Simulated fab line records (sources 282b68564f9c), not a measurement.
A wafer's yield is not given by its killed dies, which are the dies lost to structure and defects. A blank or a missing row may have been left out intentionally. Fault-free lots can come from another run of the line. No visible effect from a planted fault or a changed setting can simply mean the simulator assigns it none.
A lot that was struck, set against a sound lot ; flow ritCmos ; 15 out of 202 route steps
Sound: wafers L764.1, L764.4, L764.6. Wafers struck: L775.1, L775.2, L775.6. At the end, the cause is stated.
Order at every step that has rows: each side's tool, ch and its chambers, its first start. Under that, the readings that differ: sound wafers ; struck wafers ; difference of the means ; sigmas: that difference in standard deviations of wafers without a fault.
alike: readings whose means differ by less than 2 such deviations, and words and numbers that are the same on both sides. not compared: withheld readings, readings that some wafer has no value for, bounds like >300 that may hide the same value, and numbers for which the record gives no deviation and whose values overlap.
A row with sigmas, a row that says differs or no value, or rows on one side alone: a step with any of these is where the two part. When numbers do not overlap yet have no deviation, they are printed without sigmas and do not part them. Lack of a reading on every wafer of one side parts them only where that side has two or more wafers.

first, 5 steps without rows for these wafers: RIT_M1_COAT_04 (resist thk 1300 nm); RIT_M1_SOFTBAKE_05 (time 60 s); RIT_M1_EXPOSE_06 (exposes mask M12, target cd 2600 nm); RIT_M1_PEB_07; RIT_M1_DEVELOP_08 (develop time 68 s).
RIT_M1_CD_MEAS_09: the cd target is 2600 nm.
  sound on cdSem-01 at day 3 17:55; struck on cdSem-01 at day 5 23:55
  alike: cdNm
RIT_M1_OVL_MEAS_10:
  sound on overlay-01 at day 3 18:02; struck on overlay-01 at day 6 00:02
  alike: M1_OVL
then, 1 step without rows for these wafers: RIT_M1_HARDBAKE_11 (time 120 s).
RIT_M1_METAL_ETCH_12: etches Al in Cl2/BCl3, stops on SiO2, time 165 s, target depth 600 nm.
  sound on rieMetal-03 ch 0,1, day 3 18:19; struck on rieMetal-02 ch 0,1, day 6 00:20
  alike: drypumpMotorCurrentA, oesProductAu, throttleValvePct
  not compared: rfHoursCounterH
then, 1 step without rows for these wafers: RIT_M1_STRIP_13 (strips in nmp, time 600 s).
RIT_M1_STRIP_14: strips in O2, time 180 s.
  sound on plasmaAsher-03 ch 0,1, day 3 18:40; struck on plasmaAsher-02 ch 0,1, day 6 00:40
  alike: drypumpMotorCurrentA, o2FlowSccm
  not compared: rfHoursCounterH
RIT_M1_CD_MEAS_90: the cd target is 2600 nm.
  sound on cdSem-01 at day 3 18:50; struck on cdSem-01 at day 6 00:58
  alike: cdNm
RIT_M1_ANNEAL_15: time 1800 s.
  sound on furnace-02 ch 0, day 3 20:07; struck on furnace-02 ch 0, day 6 01:05
reading;sound;struck;difference;sigmas
spikeTcCentreC (C);452.1 452.5 453.3;422.7 421.8 423.2;-30.1;-30
spikeTcLoadC (C);468.5 468.0 467.0;438.8 438.0 437.9;-29.6;-31
spikeTcSourceC (C);464.5 462.9 461.2;434.3 433.5 433.6;-29.1;-26
tubeCenterTempC (C);450.03 450.01 449.87;420.03 420.04 419.91;-29.98;-99 or more
tube_center_temp_C_max;451.15 451.07 451.23;421.18 421.35 421.00;-29.97;-99 or more
zonePowerCentrePct (%);21.64 21.98 21.83;20.25 19.97 19.97;-1.75;-8
zonePowerLoadPct (%);6.90 7.12 6.98;6.30 6.16 6.19;-0.78;-11
zonePowerSourcePct (%);8.13 8.11 8.17;7.30 7.26 7.18;-0.89;-12
RIT_M1_BOW_MEAS_16:
  sound on filmMetro-03 at day 3 21:37; struck on filmMetro-04 at day 6 02:35
  alike: M1_BOW
RIT_M1_PROBE_99:
  sound on prober-01 at day 3 21:44; struck on prober-02 at day 6 02:42
reading;sound;struck;difference;sigmas
model.etest.nmos_0p15.junctionLog10AUm;-13.37 -13.17 -13.48;-13.52 -13.62 -13.53;-0.22;
model.etest.contactNplus.rcOhm;1.399 1.421 1.389;1.451 1.533 1.538;+0.104;
model.etest.contactNpoly.rcOhm;1.399 1.381 1.357;1.512 1.513 1.494;+0.127;
model.etest.contactPpoly.rcOhm;1.411 1.357 1.441;1.513 1.513 1.526;+0.114;
model.etest.contactPplus.rcOhm;1.361 1.369 1.31;1.484 1.526 1.456;+0.142;
  alike: defectLimitedYield, killed_at_M0_to_M3, killedAtFrontEnd, killedDies, killedOpen, killedShort, sort_bin_3_pad_short, sort_bin_5_function, sort_bin_6_memory, sortNPass, sortYieldPct

== WHERE THEY PART ==
RIT_M1_ANNEAL_15 only, going by this record. Later steps at which nothing parts them and some readings are alike: RIT_M1_BOW_MEAS_16, RIT_M1_PROBE_99.

WHY: whatever the simulator had introduced
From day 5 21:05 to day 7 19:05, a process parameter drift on furnace-02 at RIT_M1_ANNEAL_15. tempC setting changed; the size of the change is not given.
